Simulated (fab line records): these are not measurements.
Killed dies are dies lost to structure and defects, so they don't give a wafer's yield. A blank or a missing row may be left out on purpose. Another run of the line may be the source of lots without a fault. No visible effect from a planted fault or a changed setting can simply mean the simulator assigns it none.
8D (eight disciplines) problem report, filled in by code | flow rit-cmos | the parts of the form that need people (team, actions taken, sign-off) are left out

1. WHAT WENT WRONG
Wafers without a fault read 208.3 s with a standard deviation of 0.46, while run-length-s at RIT_NWELL_STRIP_09 averages 72.1 s across 3 wafers of 1 lot. That is -99 or more standard deviations from the usual mean.
The step: strips in O2, time 180 s.
Earliest sighting: wafer L409.1 on plasma-asher-02 at day 5 01:42. The record holds 15 wafers of 5 lots with a number at this step. By rule, "out" or "out of limits" means more than 4 standard deviations away from the usual mean. The rest of the wafers with a number are treated as sound.

2. WHAT IT IS, WHAT IT ISN'T
question                    | is                     | is not
which readings at this step | run-length-s           | drypump-motor-current-A, rf-refl-power-W
which lots                  | L409                   | L396, L404, L410, L415
which wafers of those lots  | all that have a number | -
read on which tools         | plasma-asher-02        | plasma-asher-04
when                        | from day 5 01:42       | up to then (6 sound wafers); but 6 sound wafers of L410, L415 came after

3. THE SUSPECTS, EACH WITH WHAT RULES IT OUT
Counting: a tool stays on the suspect list if, at a process step up to the reading, it processed all lots that are out and no sound lot following the first of them.
- plasma-asher-02 at RIT_NWELL_STRIP_09 (strips in O2, time 180 s): kept. It ran the lot that is out, L409 (day 5 01:42), and no sound lot after that; its last sound lot up to then is L396 (day 2 06:44). Its own run-length-s readings are out on those wafers.
Left after counting: plasma-asher-02 at RIT_NWELL_STRIP_09.

4. THE CAUSE (what the simulator had put in)
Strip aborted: plasma-asher-02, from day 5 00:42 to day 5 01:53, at RIT_NWELL_STRIP_09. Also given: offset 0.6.
This tool alone remained once counting was done.

5. THE EFFECT CHAIN, in route order
Each row: a reading whose mean over the struck wafers that have a number lies more than 3 standard deviations from the usual. Scope: only readings with a usual standard deviation given in the record; hours: median across lots of the time from each lot's start at the first step in this table that gives one to its start at this step; sigmas: change in usual standard deviations.
hours | step               | reading      | usual   | on struck wafers | change | sigmas
0     | RIT_NWELL_STRIP_09 | run-length-s | 208.3 s | 72.1             | -136.2 | -99 or more
The process steps in it:
- RIT_NWELL_STRIP_09: strips in O2, time 180 s.
Later measuring or inspecting steps at which every struck wafer that the step has a row for has a number for every such reading, and none has moved that far: RIT_NWELL_TW_MEAS_10.

6. WHAT WOULD HAVE CAUGHT IT SOONER
In this record the first reading out of limits was taken at day 5 01:42, 1 hour after the fault began at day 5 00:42.
